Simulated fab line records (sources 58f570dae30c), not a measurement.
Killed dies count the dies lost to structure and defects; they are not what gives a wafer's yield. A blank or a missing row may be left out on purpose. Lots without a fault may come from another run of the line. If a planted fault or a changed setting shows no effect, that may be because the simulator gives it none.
What tool caused it? ; flow berkeley-cmos170 ; 7 lots, 21 wafers sampled, at 2 steps of a route of 331

== WHAT THE GAUGES SHOWED, per wafer ==
UCB170_V2_BOW_MEAS_03.
lot;measured;on;V2_BOW (um)
L226;day 9 00:55;film-metro-04;37 33 26
L228;day 9 01:56;film-metro-02;52 40 52
L229;day 9 17:47;film-metro-03;47 47 29
L231;day 10 07:01;film-metro-03;33 36 43
L235;day 10 20:18;film-metro-04;43 36 29
L242;day 12 17:39;film-metro-03;39 25 29
L245;day 13 08:16;film-metro-04;47 32 44

== TOOL THAT RAN EACH LOT (tool first, then ch and the chambers of the sampled wafers, then the start) ==
lot;UCB170_M2_ETCH_17
L226;rie-diel-04 ch 0,2,3, day 8 23:57
L228;rie-diel-01 ch 0,2,3, day 9 00:57
L229;rie-diel-01 ch 0,1,3, day 9 16:49
L231;rie-diel-04 ch 0,1,3, day 10 03:50
L235;rie-diel-04 ch 1,3, day 10 18:25
L242;rie-diel-01 ch 0,1, day 12 16:40
L245;rie-diel-01 ch 0,2,3, day 13 07:14
- UCB170_M2_ETCH_17: etches BARC in N2/H2.

== THE ANSWER, worked out from the rows above alone ==
Rule: the usual values come from the lots themselves. The widest of any qualifying gaps counts: lots, ordered by their means at a reading, are off when they make up no more than a third of the lots, leave a main group of 4 or more, and stand apart from it by 3 or more times the standard deviation of that group's means. A main group whose means are all the same, to the digits that the tables above print for the reading, isn't used. Also off: a lot with no number at a reading for which 4 or more lots have one. All remaining lots with rows at the step are treated as sound.
Nothing can be told from this: no lot is off at any reading shown.

== WHAT WAS PUT IN BY THE SIMULATOR ==
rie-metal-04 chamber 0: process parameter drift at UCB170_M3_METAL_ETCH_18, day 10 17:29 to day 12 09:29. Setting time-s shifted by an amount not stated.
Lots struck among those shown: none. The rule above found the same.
